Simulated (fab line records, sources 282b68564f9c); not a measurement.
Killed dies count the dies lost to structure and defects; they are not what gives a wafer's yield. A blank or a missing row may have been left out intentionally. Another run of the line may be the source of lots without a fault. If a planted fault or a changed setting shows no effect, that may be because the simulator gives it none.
Which of the tools did it?    flow rit_cmos    16 lots, 48 wafers sampled, at 2 steps of a route of 202

== WHAT EACH GAUGE READ, for each wafer ==
RIT_PWELL_OVL_MEAS_06. Usual: PWELL_OVL 0.6 nm, standard deviation 1.5.
lot   measured     on          PWELL_OVL (nm)     flag
L732  day 1 22:18  overlay-01  -0.7 -0.9 -0.1     
L733  day 2 02:55  overlay-02  -1.7 -0.6 0.3      
L735  day 2 14:22  overlay-01  0.8 2.0 0.2        
L736  day 2 19:39  overlay-01  0.3 0.9 2.4        
L737  day 2 23:39  overlay-02  1.5 -0.9 0.6       
L739  day 3 10:00  overlay-01  1.8 3.0 3.0        
L740  day 3 15:05  overlay-01  -1.0 -0.6 -1.8     
L741  day 3 19:46  overlay-01  -0.1 0.0 0.7       
L742  day 4 00:05  overlay-01  -1.0 0.2 -1.7      
L743  day 4 05:12  overlay-01  1.8 1.4 1.4        
L748  day 5 07:31  overlay-02  -1.1 -0.6 0.9      
L749  day 5 10:56  overlay-01  362.1 362.9 362.4  OFF
L750  day 5 16:27  overlay-02  362.5 363.1 364.0  OFF
L751  day 5 21:55  overlay-02  363.0 364.8 362.9  OFF
L752  day 6 01:46  overlay-02  361.2 361.2 360.4  OFF
L755  day 6 18:16  overlay-02  -0.5 0.7 1.7       

== TOOL THAT RAN EACH LOT (tool first, then ch and the chambers of the sampled wafers, then the start) ==
lot   RIT_PWELL_EXPOSE_03
L732  iline_stepper-02 ch 0, day 1 21:54
L733  iline_stepper-02 ch 0, day 2 02:29
L735  iline_stepper-01 ch 0, day 2 13:56
L736  iline_stepper-01 ch 0, day 2 19:14
L737  iline_stepper-02 ch 0, day 2 23:04
L739  iline_stepper-01 ch 0, day 3 09:35
L740  iline_stepper-01 ch 0, day 3 14:40
L741  iline_stepper-02 ch 0, day 3 19:20
L742  iline_stepper-01 ch 0, day 3 23:39
L743  iline_stepper-01 ch 0, day 4 04:31
L748  iline_stepper-01 ch 0, day 5 07:05
L749  iline_stepper-01 ch 0, day 5 10:32
L750  iline_stepper-01 ch 0, day 5 16:02
L751  iline_stepper-01 ch 0, day 5 21:28
L752  iline_stepper-01 ch 0, day 6 01:21
L755  iline_stepper-02 ch 0, day 6 17:52
- RIT_PWELL_EXPOSE_03: exposes mask M3, target cd 43700 nm.

== WHAT THE TOOLS THEMSELVES READ (means of the sampled wafers that have a number; where no wafer has one, the mark that the record gives instead) ==
RIT_PWELL_EXPOSE_03. Usual: focus_offset_nm 0.1 nm, standard deviation 0.49; stage_vel_mm_s 500.0 mm/s, standard deviation 0.3.
lot   tool              focus_offset_nm (nm)  stage_vel_mm_s (mm/s)  flag
L732  iline_stepper-02  0.0                   500.0                  
L733  iline_stepper-02  0.5                   500.0                  
L735  iline_stepper-01  0.8                   500.2                  
L736  iline_stepper-01  0.3                   500.0                  
L737  iline_stepper-02  0.2                   499.7                  
L739  iline_stepper-01  -0.0                  500.0                  
L740  iline_stepper-01  -0.5                  500.0                  
L741  iline_stepper-02  0.2                   499.9                  
L742  iline_stepper-01  0.4                   499.5                  
L743  iline_stepper-01  -0.2                  499.9                  
L748  iline_stepper-01  -0.3                  500.3                  
L749  iline_stepper-01  0.4                   500.3                  
L750  iline_stepper-01  -0.7                  499.8                  
L751  iline_stepper-01  -0.2                  500.3                  
L752  iline_stepper-01  -0.1                  500.5                  
L755  iline_stepper-02  0.3                   499.9                  

== THE ANSWER, worked out from the rows above alone ==
Rule: lot off if the mean of its wafers having a number is beyond 3 standard deviations from the usual mean. A lot without any number at a reading at which 4 lots or more have one is off too. All remaining lots with rows at the step are treated as sound. First the gauges in route order, then the tools' own readings, where a lot's mean is used as printed above. At the first step where some lot is off, the reading lying furthest off is the one used; lots without a number count as furthest.
Off: at RIT_PWELL_OVL_MEAS_06 (PWELL_OVL), L749, L750, L751, L752.
A tool fits if, at a process step before that reading, it ran every lot that is off, and no sound lot after the first of them. Those tools and the gauges at RIT_PWELL_OVL_MEAS_06 are tried in the same way. One candidate fits, namely iline_stepper-01 at RIT_PWELL_EXPOSE_03. A fault onset in the window from L748 (day 5 07:05, its last sound lot) to L749 (day 5 10:32, its first lot off) fits.

== WHAT THE SIMULATOR HAD PUT IN ==
Scanner matching overlay: iline_stepper-01, from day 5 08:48 on, at RIT_PWELL_EXPOSE_03. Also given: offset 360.
Lots struck among those shown: L749, L750, L751, L752. The rule above reached the same finding.
